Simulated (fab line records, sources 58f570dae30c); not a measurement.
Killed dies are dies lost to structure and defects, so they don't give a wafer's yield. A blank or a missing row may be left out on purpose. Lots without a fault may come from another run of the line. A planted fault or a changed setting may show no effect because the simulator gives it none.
Which tool did it? | flow berkeley_cmos170 | 13 lots, 37 wafers sampled, at 6 steps of a route of 331

WHAT THE GAUGES READ, wafer by wafer
UCB170_SILICIDE_RS_MEAS_02: measures by four-point-probe. Usual: SILICIDE_TI_RS 24.6 ohm/sq, standard deviation 0.31.
lot  | measured     | on            | SILICIDE_TI_RS (ohm/sq) | flag
L621 | day 6 10:47  | film_metro-02 | 24.8 24.8 24.6          |
L622 | day 6 11:44  | film_metro-02 | 25.0 24.6 24.7          |
L624 | day 7 04:17  | film_metro-03 | 24.3 23.9 24.3          |
L623 | day 7 04:25  | film_metro-02 | 24.6 24.5 24.5          |
L625 | day 7 04:02  | film_metro-02 | 24.4 24.5 24.6          |
L631 | day 8 22:58  | film_metro-04 | 24.6 24.5 24.7          |
L634 | day 9 16:49  | film_metro-03 | 26.3 26.5               | OFF
L636 | day 10 01:14 | film_metro-02 | 24.4 24.4 24.2          |
L637 | day 10 16:33 | film_metro-02 | 24.8 25.0 24.6          |
L638 | day 10 16:25 | film_metro-03 | 24.0 24.2 24.0          |
L639 | day 10 16:09 | film_metro-03 | 24.8 24.5 24.8          |
L643 | day 11 11:35 | film_metro-02 | 24.6 24.7 24.6          |
L644 | day 11 10:55 | film_metro-03 | 24.2 24.1 24.1          |

UCB170_SILICIDE_THK_MEAS_03: measures by xrf. Usual: SILICIDE_TI_THK 31.4 nm, standard deviation 0.34.
lot  | measured     | on            | SILICIDE_TI_THK (nm) | flag
L621 | day 6 10:53  | film_metro-02 | 31.6 31.5 31.7       |
L622 | day 6 11:49  | film_metro-02 | 31.3 31.8 31.5       |
L624 | day 7 04:25  | film_metro-03 | 31.4 32.0 31.6       |
L623 | day 7 04:32  | film_metro-02 | 31.8 31.8 31.8       |
L625 | day 7 04:09  | film_metro-02 | 31.8 31.8 31.6       |
L631 | day 8 23:05  | film_metro-04 | 31.5 31.8 31.5       |
L634 | day 9 23:31  | film_metro-03 | 29.6 29.5            | OFF
L636 | day 10 01:22 | film_metro-02 | 31.8 31.9 32.0       |
L637 | day 10 16:40 | film_metro-02 | 31.3 31.1 31.4       |
L638 | day 10 16:32 | film_metro-03 | 32.1 31.7 32.1       |
L639 | day 10 16:15 | film_metro-03 | 31.2 31.5 31.2       |
L643 | day 11 11:41 | film_metro-02 | 31.6 31.6 31.8       |
L644 | day 11 11:02 | film_metro-03 | 31.6 31.8 31.7       |

UCB170_V2_THK_MEAS_04. Usual: V2_POLISHED_THK 999.9 nm, standard deviation 1.4.
lot  | measured     | on            | V2_POLISHED_THK (nm) | flag
L621 | day 7 09:45  | film_metro-01 | 998.4 999.5 1000.8   |
L622 | day 7 09:24  | film_metro-04 | 999.6 999.4 999.5    |
L624 | day 8 00:05  | film_metro-02 | 997.4 998.3 998.6    |
L623 | day 7 23:47  | film_metro-04 | 998.1 999.8 997.7    |
L625 | day 7 23:26  | film_metro-04 | 999.1 998.5 997.0    |
L631 | day 9 17:24  | film_metro-01 | 1000.4 1001.4 1000.0 |
L634 | day 10 17:46 | film_metro-04 | 1002.0               |
L636 | day 10 19:34 | film_metro-04 | 1000.3 999.4 999.5   |
L637 | day 11 10:57 | film_metro-04 | 1001.0 1000.4 1000.8 |
L638 | day 11 10:26 | film_metro-02 | 1001.2 999.5 1000.1  |
L639 | day 11 10:09 | film_metro-02 | 999.6 999.9 998.6    |
L643 | day 12 06:37 | film_metro-02 | 999.9 999.2 999.5    |
L644 | day 12 06:29 | film_metro-01 | 999.5 999.5 1001.4   |

WHICH TOOL RAN EACH LOT (tool, then ch and the chambers of the sampled wafers, then the start)
lot  | UCB170_PWELL_STRIP_16               | UCB170_SILICIDE_SPUTTER_01   | UCB170_M2_ETCH_17
L621 | plasma_asher-03 ch 0,1, day 2 22:18 | pvd_sputter-03, day 6 10:44  | rie_diel-01 ch 0,3, day 7 08:40
L622 | plasma_asher-01 ch 0,1, day 3 02:08 | pvd_sputter-04, day 6 11:38  | rie_diel-04 ch 0,1, day 7 08:17
L624 | plasma_asher-03 ch 0,1, day 3 14:19 | pvd_sputter-03, day 7 04:16  | rie_diel-04 ch 0,2, day 7 22:42
L623 | plasma_asher-04 ch 0,1, day 3 14:35 | pvd_sputter-02, day 7 04:23  | rie_diel-03 ch 0,1,2, day 7 22:30
L625 | plasma_asher-03 ch 0,1, day 3 14:52 | pvd_sputter-04, day 7 03:59  | rie_diel-01 ch 1,2,3, day 7 22:13
L631 | plasma_asher-01 ch 0,1, day 5 02:23 | pvd_sputter-04, day 8 22:56  | rie_diel-01 ch 0,1,2, day 9 16:14
L634 | plasma_asher-03 ch 1, day 5 14:16   | pvd_sputter-03, day 9 16:44  | rie_diel-03 ch 2, day 10 16:16
L636 | plasma_asher-03 ch 0,1, day 5 22:43 | pvd_sputter-04, day 10 01:13 | rie_diel-03 ch 1,3, day 10 18:29
L637 | plasma_asher-04 ch 0,1, day 6 10:44 | pvd_sputter-04, day 10 16:31 | rie_diel-04 ch 0,1, day 11 09:52
L638 | plasma_asher-04 ch 0,1, day 6 16:19 | pvd_sputter-02, day 10 16:22 | rie_diel-03 ch 2,3, day 11 09:19
L639 | plasma_asher-01 ch 0,1, day 6 22:12 | pvd_sputter-04, day 10 16:02 | rie_diel-01 ch 0,2,3, day 11 09:02
L643 | plasma_asher-01 ch 0,1, day 7 16:16 | pvd_sputter-02, day 11 11:31 | rie_diel-01 ch 0,1,2, day 12 05:30
L644 | plasma_asher-04 ch 0,1, day 7 16:30 | pvd_sputter-04, day 11 10:53 | rie_diel-03 ch 0,2,3, day 12 05:22
- UCB170_PWELL_STRIP_16: strips in O2.
- UCB170_SILICIDE_SPUTTER_01: material Ti, target thk 30 nm, time 26.25 s.
- UCB170_M2_ETCH_17: etches BARC in N2/H2.

WHAT THE TOOLS THEMSELVES READ (means of the sampled wafers that have a number; where no wafer has one, the mark that the record gives instead)
UCB170_PWELL_STRIP_16. Usual: drypump_motor_current_A 5.6 A, standard deviation 0.4; oes_product_au 0.721 a.u., standard deviation 0.0047; strip_time_to_endpoint_s 18.16 s, standard deviation 0.092.
lot  | tool            | drypump_motor_current_A (A) | oes_product_au (a.u.) | strip_time_to_endpoint_s (s) | flag
L621 | plasma_asher-03 | 5.8                         | 0.723                 | 18.12                        |
L622 | plasma_asher-01 | 5.2                         | 0.724                 | 18.27                        |
L624 | plasma_asher-03 | 5.7                         | 0.718                 | 18.14                        |
L623 | plasma_asher-04 | 6.0                         | 0.718                 | 18.06                        |
L625 | plasma_asher-03 | 5.8                         | 0.722                 | 18.17                        |
L631 | plasma_asher-01 | 5.2                         | 0.724                 | 18.17                        |
L634 | plasma_asher-03 | 5.5                         | 0.720                 | 18.10                        |
L636 | plasma_asher-03 | 5.7                         | 0.721                 | 18.21                        |
L637 | plasma_asher-04 | 5.6                         | 0.718                 | 18.11                        |
L638 | plasma_asher-04 | 6.0                         | 0.725                 | 18.20                        |
L639 | plasma_asher-01 | 5.4                         | 0.715                 | 18.22                        |
L643 | plasma_asher-01 | 5.2                         | 0.722                 | 18.31                        |
L644 | plasma_asher-04 | 5.9                         | 0.720                 | 18.21                        |

UCB170_SILICIDE_SPUTTER_01. Usual: throttle_valve_pct 30.1 %, standard deviation 0.85.
lot  | tool           | throttle_valve_pct (%) | flag
L621 | pvd_sputter-03 | 30.0                   |
L622 | pvd_sputter-04 | 30.3                   |
L624 | pvd_sputter-03 | 30.0                   |
L623 | pvd_sputter-02 | 29.8                   |
L625 | pvd_sputter-04 | 30.9                   |
L631 | pvd_sputter-04 | 29.6                   |
L634 | pvd_sputter-03 | 28.5                   |
L636 | pvd_sputter-04 | 30.3                   |
L637 | pvd_sputter-04 | 30.3                   |
L638 | pvd_sputter-02 | 30.3                   |
L639 | pvd_sputter-04 | 30.3                   |
L643 | pvd_sputter-02 | 29.6                   |
L644 | pvd_sputter-04 | 30.2                   |

UCB170_M2_ETCH_17. Usual: drypump_motor_current_A 5.6 A, standard deviation 0.49; oes_product_au 0.994 a.u., standard deviation 0.017; throttle_valve_pct 13.38 %, standard deviation 0.24.
lot  | tool        | drypump_motor_current_A (A) | oes_product_au (a.u.) | throttle_valve_pct (%) | flag
L621 | rie_diel-01 | 5.7                         | 1.008                 | 13.41                  |
L622 | rie_diel-04 | 5.5                         | 0.994                 | 13.50                  |
L624 | rie_diel-04 | 6.2                         | 1.002                 | 13.64                  |
L623 | rie_diel-03 | 5.9                         | 0.984                 | 13.26                  |
L625 | rie_diel-01 | 5.3                         | 1.001                 | 13.47                  |
L631 | rie_diel-01 | 5.1                         | 0.991                 | 13.52                  |
L634 | rie_diel-03 | 5.7                         | 0.997                 | 13.47                  |
L636 | rie_diel-03 | 5.8                         | 0.980                 | 13.03                  |
L637 | rie_diel-04 | 5.1                         | 0.990                 | 13.57                  |
L638 | rie_diel-03 | 5.6                         | 1.006                 | 13.13                  |
L639 | rie_diel-01 | 5.5                         | 1.001                 | 13.46                  |
L643 | rie_diel-01 | 5.0                         | 0.990                 | 13.54                  |
L644 | rie_diel-03 | 5.8                         | 0.999                 | 13.23                  |

THE ANSWER, worked out from the rows above alone
Rule: a lot is off if the mean of its wafers that have a number lies more than 3 standard deviations from the usual mean. A lot without any number at a reading at which 4 lots or more have one is off too. The other lots that the step has rows for count as sound. The gauges are gone through in route order, then the tools' own readings, and for those a lot's mean is taken as printed above. The first step at which some lot is off is used, and at that step the reading that is off furthest; a lot without a number counts as furthest.
Off: L634, at UCB170_SILICIDE_RS_MEAS_02 (SILICIDE_TI_RS).
A tool fits if, at a process step before that reading, it ran every lot that is off, and no sound lot after the first of them. The gauges at UCB170_SILICIDE_RS_MEAS_02 are tried like those tools. One fits: pvd_sputter-03 at UCB170_SILICIDE_SPUTTER_01. Its last sound lot is L624 (day 7 04:16), its first lot that is off L634 (day 9 16:44): a fault that began between those two fits.

WHAT THE SIMULATOR HAD PUT IN
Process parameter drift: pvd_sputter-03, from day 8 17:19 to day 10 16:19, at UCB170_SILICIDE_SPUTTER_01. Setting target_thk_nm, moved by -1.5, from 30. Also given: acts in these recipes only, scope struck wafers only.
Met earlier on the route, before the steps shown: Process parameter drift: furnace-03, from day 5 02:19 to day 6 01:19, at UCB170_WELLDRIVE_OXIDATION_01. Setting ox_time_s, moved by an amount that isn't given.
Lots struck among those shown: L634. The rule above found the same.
